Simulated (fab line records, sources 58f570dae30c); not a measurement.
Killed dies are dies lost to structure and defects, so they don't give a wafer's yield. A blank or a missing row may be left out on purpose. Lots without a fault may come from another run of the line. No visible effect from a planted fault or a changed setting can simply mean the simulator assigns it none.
Matching of chambers || flow berkeley-cmos170 || UCB170_V2_CMP_02 on cmp-01 has 4 sister chambers
The step polishes SiO2. 8 wafers are shown with their chamber, then 9 later ones without.

== WAFERS, EACH WITH ITS CHAMBER ==
{"wafer": "L605.1", "chamber": 1, "motor-current-A (A)": 16.8}
{"wafer": "L607.5", "chamber": 2, "motor-current-A (A)": 16.7}
{"wafer": "L609.4", "chamber": 2, "motor-current-A (A)": 16.9}
{"wafer": "L614.4", "chamber": 3, "motor-current-A (A)": 15.8}
{"wafer": "L614.6", "chamber": 0, "motor-current-A (A)": 15.7}
{"wafer": "L616.1", "chamber": 1, "motor-current-A (A)": 16.6}
{"wafer": "L616.3", "chamber": 0, "motor-current-A (A)": 15.5}
{"wafer": "L616.4", "chamber": 3, "motor-current-A (A)": 15.9}

== WAFERS WITHOUT THEIR CHAMBER ==
{"wafer": "L622.1", "motor-current-A (A)": 15.9}
{"wafer": "L622.2", "motor-current-A (A)": 15.5}
{"wafer": "L622.4", "motor-current-A (A)": 15.7}
{"wafer": "L623.2", "motor-current-A (A)": 16.1}
{"wafer": "L623.3", "motor-current-A (A)": 16.8}
{"wafer": "L623.6", "motor-current-A (A)": 16.5}
{"wafer": "L625.2", "motor-current-A (A)": 16.6}
{"wafer": "L625.4", "motor-current-A (A)": 16.6}
{"wafer": "L625.5", "motor-current-A (A)": 16.5}

== THE CHAMBER EACH PASSED THROUGH ==
{"wafer": "L622.1", "from the rows above": "can't be placed: 3 or 0", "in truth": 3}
{"wafer": "L622.2", "from the rows above": "can't be placed: 0 or 3", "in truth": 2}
{"wafer": "L622.4", "from the rows above": "can't be placed: 0 or 3", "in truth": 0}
{"wafer": "L623.2", "from the rows above": "can't be placed: 3 or 0", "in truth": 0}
{"wafer": "L623.3", "from the rows above": "can't be placed: 2 or 1", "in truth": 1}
{"wafer": "L623.6", "from the rows above": "can't be placed: 1 or 2", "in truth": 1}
{"wafer": "L625.2", "from the rows above": "can't be placed: 1 or 2", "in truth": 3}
{"wafer": "L625.4", "from the rows above": "can't be placed: 1 or 2", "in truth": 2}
{"wafer": "L625.5", "from the rows above": "can't be placed: 1 or 2", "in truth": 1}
0 of 9 placed correctly. From these rows, 9 cannot be placed; in 7 the true chamber is one of the candidates. Placed wrongly: 0.
How it was worked out, from the rows above alone: a wafer's distance from a chamber is the root of the sum, over the readings, of the square of ((its reading less the chamber's mean) divided by the reading's scatter). The wafer belongs to the nearest chamber; if the next one is less than 2 further off, it can't be placed. The mean given for a chamber averages the wafers shown for that chamber. How the scatter is found: for the shown wafers, subtract from each reading the mean of its chamber, square and add these, divide the total by (wafers less chambers), then take the root.
